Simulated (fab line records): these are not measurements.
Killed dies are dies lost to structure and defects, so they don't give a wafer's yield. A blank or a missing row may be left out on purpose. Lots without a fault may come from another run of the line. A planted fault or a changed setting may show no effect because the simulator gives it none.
What tool caused it? -- flow rit-cmos -- 13 lots with 39 wafers sampled at 5 steps, on a route of 202 steps

## WHAT THE GAUGES SHOWED, per wafer
RIT_ACTIVE_CD_MEAS_11: target cd 1400 nm. Usual: cd-nm at 1400.0 nm, with a standard deviation of 2.4.
lot,measured,on,cd-nm (nm),flag
L307,day 1 15:22,cd-sem-01,1399.9 1401.4 1403.1,
L308,day 1 19:29,cd-sem-01,1399.8 1399.4 1399.2,
L309,day 2 01:01,cd-sem-02,1396.3 1395.8 1398.6,
L310,day 2 05:26,cd-sem-01,1399.1 1398.3 1403.3,
L311,day 2 10:26,cd-sem-01,1397.1 1399.1 1398.0,
L315,day 3 06:34,cd-sem-01,1274.2 1276.1 1272.0 1274.0 1276.5 1271.6,OFF
L316,day 3 11:26,cd-sem-01,1399.4 1400.6 1400.1,
L317,day 3 16:26,cd-sem-01,1404.4 1402.9 1401.9,
L325,day 5 11:02,cd-sem-02,1397.5 1396.0 1397.8,
L326,day 5 13:30,cd-sem-02,1400.5 1400.8 1401.1,
L327,day 5 18:31,cd-sem-02,1402.6 1402.6 1402.9,
L329,day 6 04:26,cd-sem-02,1405.0 1403.2 1403.9,
L330,day 6 09:34,cd-sem-02,1400.5 1398.6 1399.0,

RIT_PWELL_TW_MEAS_10. Usual: PWELL_TW gives 960 (standard deviation 4.2).
lot,measured,on,PWELL_TW,flag
L307,day 1 23:39,film-metro-04,955 958 962,
L308,day 2 04:02,film-metro-04,959 962 966,
L309,day 2 10:20,film-metro-01,959 962 964,
L310,day 2 13:22,film-metro-03,963 958 959,
L311,day 2 19:31,film-metro-03,958 964 961,
L316,day 3 19:28,film-metro-04,962 962 963,
L317,day 4 00:34,film-metro-01,959 960 967,
L325,day 5 18:59,film-metro-04,962 964 961,
L326,day 5 22:02,film-metro-04,968 965 959,
L327,day 6 02:41,film-metro-04,961 963 959,
L329,day 6 13:14,film-metro-03,961 956 956,
L330,day 6 18:50,film-metro-04,963 960 961,

RIT_PRETRO_OVL_MEAS_06. Usual: PRETRO_OVL gives 0.0 nm (standard deviation 1.3).
lot,measured,on,PRETRO_OVL (nm),flag
L307,day 2 07:37,overlay-02,-0.6 0.3 0.5,
L308,day 2 11:58,overlay-02,0.0 1.5 -1.1,
L309,day 2 18:16,overlay-02,1.6 1.3 1.7,
L310,day 2 21:20,overlay-01,2.6 -1.1 -0.9,
L311,day 3 03:35,overlay-02,-0.9 -2.1 0.7,
L316,day 4 03:53,overlay-01,-2.4 -2.1 0.0,
L317,day 4 09:22,overlay-02,-1.4 -0.8 -1.3,
L325,day 6 02:58,overlay-02,-1.9 0.3 0.5,
L326,day 6 06:09,overlay-02,2.5 0.5 0.1,
L327,day 6 10:46,overlay-01,0.7 1.7 -0.6,
L329,day 6 21:11,overlay-01,-0.6 0.2 1.3,
L330,day 7 03:02,overlay-01,2.1 0.7 1.8,

RIT_REOX_THK_MEAS_04. Usual: REOX_OXIDE_THK gives 25.1 nm (standard deviation 0.47).
lot,measured,on,REOX_OXIDE_THK (nm),flag
L307,day 2 16:57,film-metro-04,25.1 25.2 24.7,
L308,day 2 22:07,film-metro-03,25.5 25.6 25.6,
L309,day 3 03:12,film-metro-03,25.9 25.9 25.7,
L310,day 3 06:22,film-metro-03,25.4 25.5 25.1,
L311,day 3 12:35,film-metro-01,24.9 25.0 25.2,
L316,day 4 12:43,film-metro-03,25.5 25.4 25.0,
L317,day 4 18:05,film-metro-04,24.8 24.7 24.8,
L325,day 6 11:51,film-metro-03,24.6 24.9 24.6,
L326,day 6 14:52,film-metro-04,25.2 25.1 25.3,
L327,day 6 20:56,film-metro-03,24.5 24.8 24.6,
L329,day 7 06:45,film-metro-03,25.0 24.8 25.3,
L330,day 7 12:56,film-metro-04,25.3 25.4 25.3,

## TOOL THAT RAN EACH LOT (tool first, then ch and the chambers of the sampled wafers, then the start)
lot,RIT_ACTIVE_EXPOSE_08
L307,"iline-stepper-02 ch 0, day 1 14:58"
L308,"iline-stepper-02 ch 0, day 1 19:05"
L309,"iline-stepper-01 ch 0, day 2 00:37"
L310,"iline-stepper-01 ch 0, day 2 05:02"
L311,"iline-stepper-01 ch 0, day 2 10:02"
L315,"iline-stepper-02 ch 0, day 3 06:10"
L316,"iline-stepper-02 ch 0, day 3 11:02"
L317,"iline-stepper-02 ch 0, day 3 16:02"
L325,"iline-stepper-02 ch 0, day 5 10:38"
L326,"iline-stepper-02 ch 0, day 5 13:05"
L327,"iline-stepper-02 ch 0, day 5 18:07"
L329,"iline-stepper-01 ch 0, day 6 04:02"
L330,"iline-stepper-02 ch 0, day 6 09:10"
- RIT_ACTIVE_EXPOSE_08: exposes mask M1, target cd 1400 nm.

## WHAT THE TOOLS THEMSELVES READ (means of the sampled wafers that have a number; where no wafer has one, the mark that the record gives instead)
RIT_ACTIVE_EXPOSE_08. Usual: stage-vel-mm-s 499.95 mm/s, standard deviation 0.26.
lot,tool,stage-vel-mm-s (mm/s),flag
L307,iline-stepper-02,499.85,
L308,iline-stepper-02,499.96,
L309,iline-stepper-01,499.69,
L310,iline-stepper-01,500.26,
L311,iline-stepper-01,500.16,
L315,iline-stepper-02,499.48,
L316,iline-stepper-02,499.80,
L317,iline-stepper-02,499.88,
L325,iline-stepper-02,499.69,
L326,iline-stepper-02,500.19,
L327,iline-stepper-02,500.27,
L329,iline-stepper-01,500.05,
L330,iline-stepper-02,500.04,

## THE ANSWER, worked out from the rows above alone
Rule: take the mean of a lot's wafers that have a number; if it is more than 3 standard deviations from the usual mean, the lot is off. A lot without any number at a reading at which 4 lots or more have one is off too. The other lots that the step has rows for count as sound. After the gauges, taken in route order, come the tools' own readings; for these a lot's mean is taken, as printed above. The first step at which some lot is off is used, and at that step the reading that is off furthest; a lot without a number counts as furthest.
Off at RIT_ACTIVE_CD_MEAS_11 (cd-nm): L315.
A tool fits if, at a process step before that reading, it ran every lot that is off, and no sound lot after the first of them. Those tools and the gauges at RIT_ACTIVE_CD_MEAS_11 are tried in the same way. None of those tried fits.

## WHAT THE SIMULATOR HAD PUT IN
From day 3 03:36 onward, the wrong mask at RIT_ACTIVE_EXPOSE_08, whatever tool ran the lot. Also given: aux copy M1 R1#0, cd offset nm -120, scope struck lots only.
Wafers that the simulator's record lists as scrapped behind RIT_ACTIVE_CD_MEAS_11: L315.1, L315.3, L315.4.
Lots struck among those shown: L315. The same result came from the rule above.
